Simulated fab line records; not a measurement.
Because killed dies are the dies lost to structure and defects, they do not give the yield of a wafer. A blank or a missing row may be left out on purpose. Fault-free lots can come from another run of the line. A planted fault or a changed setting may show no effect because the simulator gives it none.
Which tool is to blame? :: flow rit_cmos :: 21 wafers from 7 lots sampled at 2 of the route's 202 steps

## WHAT THE GAUGES SHOWED, per wafer
RIT_NRETRO_OVL_MEAS_06.
lot: L177
measured: day 2 15:02
on: overlay-02
NRETRO_OVL (nm): -1.5 -0.4 -0.9

lot: L179
measured: day 3 02:16
on: overlay-01
NRETRO_OVL (nm): -1.1 -1.6 -2.4

lot: L181
measured: day 3 13:37
on: overlay-01
NRETRO_OVL (nm): 1.2 2.0 1.0

lot: L184
measured: day 4 02:28
on: overlay-01
NRETRO_OVL (nm): -2.2 0.4 -0.8

lot: L188
measured: day 4 23:14
on: overlay-01
NRETRO_OVL (nm): -298.2 -297.7 -297.4

lot: L192
measured: day 5 19:21
on: overlay-02
NRETRO_OVL (nm): -297.9 -299.3 -297.6

lot: L197
measured: day 6 20:13
on: overlay-02
NRETRO_OVL (nm): 1.0 2.2 2.6

## WHAT TOOL EACH LOT RAN ON (gives the tool, then ch and the chambers of the sampled wafers, and finally the start)
lot: L177
RIT_NRETRO_EXPOSE_03: iline_stepper-01 ch 0, day 2 14:37

lot: L179
RIT_NRETRO_EXPOSE_03: iline_stepper-01 ch 0, day 3 01:50

lot: L181
RIT_NRETRO_EXPOSE_03: iline_stepper-01 ch 0, day 3 13:11

lot: L184
RIT_NRETRO_EXPOSE_03: iline_stepper-02 ch 0, day 4 02:02

lot: L188
RIT_NRETRO_EXPOSE_03: iline_stepper-02 ch 0, day 4 22:49

lot: L192
RIT_NRETRO_EXPOSE_03: iline_stepper-02 ch 0, day 5 18:56

lot: L197
RIT_NRETRO_EXPOSE_03: iline_stepper-01 ch 0, day 6 19:41
- RIT_NRETRO_EXPOSE_03: exposes mask M4, target cd 43900 nm.

## THE ANSWER, worked out from the rows above alone
Rule: what is usual is taken from the lots themselves. Put in order of their means at a reading, lots are off if they are a third of the lots or fewer, leave a main group of 4 or more, and stand apart from it by a gap of 3 or more times the standard deviation of the main group's means; of several such gaps the widest counts. A main group whose means are all the same, to the digits that the tables above print for the reading, isn't used. Also off: a lot with no number at a reading for which 4 or more lots have one. Any other lot the step has rows for is counted as sound.
Off: L188, L192, seen at RIT_NRETRO_OVL_MEAS_06 (NRETRO_OVL). The main group: mean -0.0 nm, standard deviation 1.4.
If a tool, at a process step before that reading, ran all the lots that are off and no sound lot after the first of them, it fits. Gauges at RIT_NRETRO_OVL_MEAS_06: tried the same way as those tools. One fits: iline_stepper-02 at RIT_NRETRO_EXPOSE_03. A fault onset in the window from L184 (day 4 02:02, its last sound lot) to L188 (day 4 22:49, its first lot off) fits.

## WHAT THE SIMULATOR HAD PUT IN
Scanner matching overlay: iline_stepper-02, from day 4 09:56 on, at RIT_NRETRO_EXPOSE_03. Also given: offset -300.
Lots struck among those shown: L188, L192. This agrees with what the rule above found.
